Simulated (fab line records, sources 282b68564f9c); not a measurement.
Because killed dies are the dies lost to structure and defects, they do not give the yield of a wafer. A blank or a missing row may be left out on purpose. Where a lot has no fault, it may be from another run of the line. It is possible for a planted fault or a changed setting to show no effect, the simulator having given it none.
fab line records :: flow rit-cmos
record:
  lots: 15
  wafers: 45
  last-day: 7
route steps=202 shown REOX@101
lots that met no fault: from a run of the same line without faults
start-h: hours from the record's first day to the start of the lot's first wafer shown :: wait-h: how many hours have passed since the lot's step before this one :: " as in the row above :: L1.1+2: several wafers, shown together as one row :: - either no value or no given start :: * or withheld: withheld :: < > ~ a bound
route shown NAME@n: names a module that has steps shown in the file, with the first one's number in the route :: usual: mean/standard deviation of fault-free wafers :: same: alike in all rows :: chamber/n: place in a boat :: sites: the reading at each site :: _std_site: the standard deviation of these :: _edge_site: mean of outer sites minus mean of inner sites :: radius-mm: for every site, how far away it sits from the centre of the wafer :: mask NAME#n: copy n :: behind: the most recent tool/chamber to have shaped the wafer :: hold: why the lot went on hold/how many hours it stayed there/how the hold came to an end :: device: the transistor (n, p or np) that didn't switch :: end of line: the route-end tests of the same wafers :: for a step that has no rows: nothing shown but its recipe :: killed: dies that structure and defects cost at the first sort, which is not the same as the wafer's yield :: map: per-die view of a wafer (x killed, . not killed, _ where there is no die)
set.NAME: the run value of the setting; set.NAME@STEP: its run value at that earlier step :: model.NAME: the simulator's own value behind a step, which no gauge read
a sample of lots followed through the steps of the route, with each step as a table and each wafer as a row
services: when a tool's chamber went out of use (start-h, in hours from the record's first day, below 0 if earlier), for how many hours, and the reason
== steps ==
step: RIT_REOX_OXIDATION_03
recipe:
  temp-c: 900
  ambient: O2
  target-thk-a: 252
  ox-time-s: 5580
usual:
  ox-time-s: 5580/0
lot.wafer: L152.1
tool: furnace-02
chamber: 0
start-h: 43.85
wait-h: 1.4
ox-time-s: 5580

lot.wafer: L152.2
tool: furnace-02
chamber: 0
start-h: 43.85
wait-h: 1.4
ox-time-s: 5580

lot.wafer: L152.5
tool: furnace-02
chamber: 0
start-h: 43.85
wait-h: 1.4
ox-time-s: 5580

lot.wafer: L153.1
tool: furnace-02
chamber: 0
start-h: 49.30
wait-h: 0.0
ox-time-s: 5580

lot.wafer: L153.2
tool: furnace-02
chamber: 0
start-h: 49.30
wait-h: 0.0
ox-time-s: 5580

lot.wafer: L153.5
tool: furnace-02
chamber: 0
start-h: 49.30
wait-h: 0.0
ox-time-s: 5580

lot.wafer: L154.1
tool: furnace-01
chamber: 0
start-h: 52.75
wait-h: 0.0
ox-time-s: 5580

lot.wafer: L154.3
tool: furnace-01
chamber: 0
start-h: 52.75
wait-h: 0.0
ox-time-s: 5580

lot.wafer: L154.4
tool: furnace-01
chamber: 0
start-h: 52.75
wait-h: 0.0
ox-time-s: 5580

lot.wafer: L155.2
tool: furnace-01
chamber: 0
start-h: 58.86
wait-h: 0.0
ox-time-s: 5580

lot.wafer: L155.4
tool: furnace-01
chamber: 0
start-h: 58.86
wait-h: 0.0
ox-time-s: 5580

lot.wafer: L155.5
tool: furnace-01
chamber: 0
start-h: 58.86
wait-h: 0.0
ox-time-s: 5580

lot.wafer: L156.2
tool: furnace-01
chamber: 0
start-h: 66.04
wait-h: 0.0
ox-time-s: 5580

lot.wafer: L156.5
tool: furnace-01
chamber: 0
start-h: 66.04
wait-h: 0.0
ox-time-s: 5580

lot.wafer: L156.6
tool: furnace-01
chamber: 0
start-h: 66.04
wait-h: 0.0
ox-time-s: 5580

lot.wafer: L157.1
tool: furnace-03
chamber: 0
start-h: 67.98
wait-h: 0.0
ox-time-s: 5580

lot.wafer: L157.3
tool: furnace-03
chamber: 0
start-h: 67.98
wait-h: 0.0
ox-time-s: 5580

lot.wafer: L157.4
tool: furnace-03
chamber: 0
start-h: 67.98
wait-h: 0.0
ox-time-s: 5580

lot.wafer: L159.1
tool: furnace-03
chamber: 0
start-h: 77.76
wait-h: 0.6
ox-time-s: 5580

lot.wafer: L159.2
tool: furnace-03
chamber: 0
start-h: 77.76
wait-h: 0.6
ox-time-s: 5580

lot.wafer: L159.5
tool: furnace-03
chamber: 0
start-h: 77.76
wait-h: 0.6
ox-time-s: 5580

lot.wafer: L160.1
tool: furnace-01
chamber: 0
start-h: 88.71
wait-h: 1.5
ox-time-s: 5580

lot.wafer: L160.4
tool: furnace-01
chamber: 0
start-h: 88.71
wait-h: 1.5
ox-time-s: 5580

lot.wafer: L160.6
tool: furnace-01
chamber: 0
start-h: 88.71
wait-h: 1.5
ox-time-s: 5580

lot.wafer: L161.1
tool: furnace-03
chamber: 0
start-h: 89.05
wait-h: 0.0
ox-time-s: 5580

lot.wafer: L161.3
tool: furnace-03
chamber: 0
start-h: 89.05
wait-h: 0.0
ox-time-s: 5580

lot.wafer: L161.6
tool: furnace-03
chamber: 0
start-h: 89.05
wait-h: 0.0
ox-time-s: 5580

lot.wafer: L162.1
tool: furnace-01
chamber: 0
start-h: 93.89
wait-h: 1.0
ox-time-s: 5580

lot.wafer: L162.2
tool: furnace-01
chamber: 0
start-h: 93.89
wait-h: 1.0
ox-time-s: 5580

lot.wafer: L162.5
tool: furnace-01
chamber: 0
start-h: 93.89
wait-h: 1.0
ox-time-s: 5580

lot.wafer: L166.2
tool: furnace-03
chamber: 0
start-h: 117.37
wait-h: 0.0
ox-time-s: 8370

lot.wafer: L166.3
tool: furnace-03
chamber: 0
start-h: 117.37
wait-h: 0.0
ox-time-s: 8370

lot.wafer: L166.6
tool: furnace-03
chamber: 0
start-h: 117.37
wait-h: 0.0
ox-time-s: 8370

lot.wafer: L170.2
tool: furnace-03
chamber: 0
start-h: 134.27
wait-h: 0.0
ox-time-s: 8370

lot.wafer: L170.3
tool: furnace-03
chamber: 0
start-h: 134.27
wait-h: 0.0
ox-time-s: 8370

lot.wafer: L170.6
tool: furnace-03
chamber: 0
start-h: 134.27
wait-h: 0.0
ox-time-s: 8370

lot.wafer: L172.1
tool: furnace-03
chamber: 0
start-h: 143.32
wait-h: 0.0
ox-time-s: 8370

lot.wafer: L172.5
tool: furnace-03
chamber: 0
start-h: 143.32
wait-h: 0.0
ox-time-s: 8370

lot.wafer: L172.6
tool: furnace-03
chamber: 0
start-h: 143.32
wait-h: 0.0
ox-time-s: 8370

lot.wafer: L173.2
tool: furnace-02
chamber: 0
start-h: 147.90
wait-h: 0.0
ox-time-s: 5580

lot.wafer: L173.5
tool: furnace-02
chamber: 0
start-h: 147.90
wait-h: 0.0
ox-time-s: 5580

lot.wafer: L173.6
tool: furnace-02
chamber: 0
start-h: 147.90
wait-h: 0.0
ox-time-s: 5580

lot.wafer: L174.1
tool: furnace-02
chamber: 0
start-h: 153.31
wait-h: 1.1
ox-time-s: 5580

lot.wafer: L174.2
tool: furnace-02
chamber: 0
start-h: 153.31
wait-h: 1.1
ox-time-s: 5580

lot.wafer: L174.3
tool: furnace-02
chamber: 0
start-h: 153.31
wait-h: 1.1
ox-time-s: 5580
step: RIT_REOX_THK_MEAS_04
recipe:
  reads: SiO2_of_REOX_OXIDATION_03
usual:
  REOX_OXIDE_THK: 25.4/0.43
lot.wafer: L152.1
tool: film-metro-03
chamber: -
start-h: 46.40
wait-h: 0.0
REOX_OXIDE_THK[nm]: 25.1

lot.wafer: L152.2
tool: film-metro-03
chamber: -
start-h: 46.40
wait-h: 0.0
REOX_OXIDE_THK[nm]: 24.8

lot.wafer: L152.5
tool: film-metro-03
chamber: -
start-h: 46.40
wait-h: 0.0
REOX_OXIDE_THK[nm]: 25.4

lot.wafer: L153.1
tool: film-metro-03
chamber: -
start-h: 51.85
wait-h: 0.0
REOX_OXIDE_THK[nm]: 25.0

lot.wafer: L153.2
tool: film-metro-03
chamber: -
start-h: 51.85
wait-h: 0.0
REOX_OXIDE_THK[nm]: 25.1

lot.wafer: L153.5
tool: film-metro-03
chamber: -
start-h: 51.85
wait-h: 0.0
REOX_OXIDE_THK[nm]: 24.6

lot.wafer: L154.1
tool: film-metro-02
chamber: -
start-h: 55.30
wait-h: 0.0
REOX_OXIDE_THK[nm]: 25.9

lot.wafer: L154.3
tool: film-metro-02
chamber: -
start-h: 55.30
wait-h: 0.0
REOX_OXIDE_THK[nm]: 25.4

lot.wafer: L154.4
tool: film-metro-02
chamber: -
start-h: 55.30
wait-h: 0.0
REOX_OXIDE_THK[nm]: 25.7

lot.wafer: L155.2
tool: film-metro-01
chamber: -
start-h: 61.42
wait-h: 0.0
REOX_OXIDE_THK[nm]: 25.7

lot.wafer: L155.4
tool: film-metro-01
chamber: -
start-h: 61.42
wait-h: 0.0
REOX_OXIDE_THK[nm]: 25.9

lot.wafer: L155.5
tool: film-metro-01
chamber: -
start-h: 61.42
wait-h: 0.0
REOX_OXIDE_THK[nm]: 25.4

lot.wafer: L156.2
tool: film-metro-01
chamber: -
start-h: 68.60
wait-h: 0.0
REOX_OXIDE_THK[nm]: 26.1

lot.wafer: L156.5
tool: film-metro-01
chamber: -
start-h: 68.60
wait-h: 0.0
REOX_OXIDE_THK[nm]: 25.7

lot.wafer: L156.6
tool: film-metro-01
chamber: -
start-h: 68.60
wait-h: 0.0
REOX_OXIDE_THK[nm]: 25.7

lot.wafer: L157.1
tool: film-metro-01
chamber: -
start-h: 70.53
wait-h: 0.0
REOX_OXIDE_THK[nm]: 25.1

lot.wafer: L157.3
tool: film-metro-01
chamber: -
start-h: 70.53
wait-h: 0.0
REOX_OXIDE_THK[nm]: 25.6

lot.wafer: L157.4
tool: film-metro-01
chamber: -
start-h: 70.53
wait-h: 0.0
REOX_OXIDE_THK[nm]: 24.9

lot.wafer: L159.1
tool: film-metro-01
chamber: -
start-h: 80.31
wait-h: 0.0
REOX_OXIDE_THK[nm]: 25.3

lot.wafer: L159.2
tool: film-metro-01
chamber: -
start-h: 80.31
wait-h: 0.0
REOX_OXIDE_THK[nm]: 25.1

lot.wafer: L159.5
tool: film-metro-01
chamber: -
start-h: 80.31
wait-h: 0.0
REOX_OXIDE_THK[nm]: 25.2

lot.wafer: L160.1
tool: film-metro-02
chamber: -
start-h: 91.26
wait-h: 0.0
REOX_OXIDE_THK[nm]: 25.6

lot.wafer: L160.4
tool: film-metro-02
chamber: -
start-h: 91.26
wait-h: 0.0
REOX_OXIDE_THK[nm]: 26.2

lot.wafer: L160.6
tool: film-metro-02
chamber: -
start-h: 91.26
wait-h: 0.0
REOX_OXIDE_THK[nm]: 26.2

lot.wafer: L161.1
tool: film-metro-01
chamber: -
start-h: 91.60
wait-h: 0.0
REOX_OXIDE_THK[nm]: 25.2

lot.wafer: L161.3
tool: film-metro-01
chamber: -
start-h: 91.60
wait-h: 0.0
REOX_OXIDE_THK[nm]: 25.5

lot.wafer: L161.6
tool: film-metro-01
chamber: -
start-h: 91.60
wait-h: 0.0
REOX_OXIDE_THK[nm]: 25.4

lot.wafer: L162.1
tool: film-metro-02
chamber: -
start-h: 96.44
wait-h: 0.0
REOX_OXIDE_THK[nm]: 25.1

lot.wafer: L162.2
tool: film-metro-02
chamber: -
start-h: 96.44
wait-h: 0.0
REOX_OXIDE_THK[nm]: 25.1

lot.wafer: L162.5
tool: film-metro-02
chamber: -
start-h: 96.44
wait-h: 0.0
REOX_OXIDE_THK[nm]: 25.1

lot.wafer: L166.2
tool: film-metro-01
chamber: -
start-h: 119.93
wait-h: 0.0
REOX_OXIDE_THK[nm]: 32.9

lot.wafer: L166.3
tool: film-metro-01
chamber: -
start-h: 119.93
wait-h: 0.0
REOX_OXIDE_THK[nm]: 32.4

lot.wafer: L166.6
tool: film-metro-01
chamber: -
start-h: 119.93
wait-h: 0.0
REOX_OXIDE_THK[nm]: 32.9

lot.wafer: L170.2
tool: film-metro-01
chamber: -
start-h: 136.83
wait-h: 0.0
REOX_OXIDE_THK[nm]: 32.9

lot.wafer: L170.3
tool: film-metro-01
chamber: -
start-h: 136.83
wait-h: 0.0
REOX_OXIDE_THK[nm]: 33.0

lot.wafer: L170.6
tool: film-metro-01
chamber: -
start-h: 136.83
wait-h: 0.0
REOX_OXIDE_THK[nm]: 32.3

lot.wafer: L172.1
tool: film-metro-02
chamber: -
start-h: 145.87
wait-h: 0.0
REOX_OXIDE_THK[nm]: 33.3

lot.wafer: L172.5
tool: film-metro-02
chamber: -
start-h: 145.87
wait-h: 0.0
REOX_OXIDE_THK[nm]: 32.9

lot.wafer: L172.6
tool: film-metro-02
chamber: -
start-h: 145.87
wait-h: 0.0
REOX_OXIDE_THK[nm]: 32.5

lot.wafer: L173.2
tool: film-metro-02
chamber: -
start-h: 150.46
wait-h: 0.0
REOX_OXIDE_THK[nm]: 25.5

lot.wafer: L173.5
tool: film-metro-02
chamber: -
start-h: 150.46
wait-h: 0.0
REOX_OXIDE_THK[nm]: 24.9

lot.wafer: L173.6
tool: film-metro-02
chamber: -
start-h: 150.46
wait-h: 0.0
REOX_OXIDE_THK[nm]: 25.2

lot.wafer: L174.1
tool: film-metro-01
chamber: -
start-h: 155.86
wait-h: 0.0
REOX_OXIDE_THK[nm]: 25.3

lot.wafer: L174.2
tool: film-metro-01
chamber: -
start-h: 155.86
wait-h: 0.0
REOX_OXIDE_THK[nm]: 25.6

lot.wafer: L174.3
tool: film-metro-01
chamber: -
start-h: 155.86
wait-h: 0.0
REOX_OXIDE_THK[nm]: 25.6
== services ==
tool: furnace-01
chamber: -
start-h: 41.93
hours: 2.3
kind: pm

tool: furnace-02
chamber: -
start-h: 72.05
hours: 19.8
kind: pm

tool: furnace-02
chamber: -
start-h: 91.84
hours: 3.5
kind: pm

tool: furnace-03
chamber: -
start-h: 152.05
hours: 3.2
kind: pm
== key ==
first-sign:
  step: RIT_REOX_OXIDATION_03
  reading: ox-time-s
  direction: up
  sigmas: 99+
  usual: *
  struck: *
effect:
  step: RIT_REOX_THK_MEAS_04
  reading: REOX_OXIDE_THK
  direction: up
  sigmas: 17
  usual: 25.4
  struck: 32.8
met-at RIT_REOX_OXIDATION_03
struck-lots L166,L170,L172
tester-left-out L166,L170,L172
onset-between 89.05 117.37
fault:
  kind: process-parameter-drift
  tool: furnace-03
  chamber: -
  onset-h: 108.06
  steps: RIT_REOX_OXIDATION_03
  channel: ox-time-s
  offset: *
  shape: step
  end-h: 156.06
  acts-in: *
  stated: *
tester-left-out: of these lots the tester's yield and bins aren't shown, on N5 and GAA mostly nor the transistor test; their killed dies are dies lost to structure and defects alone, not to doping, threshold or leakage, so they don't give the yield
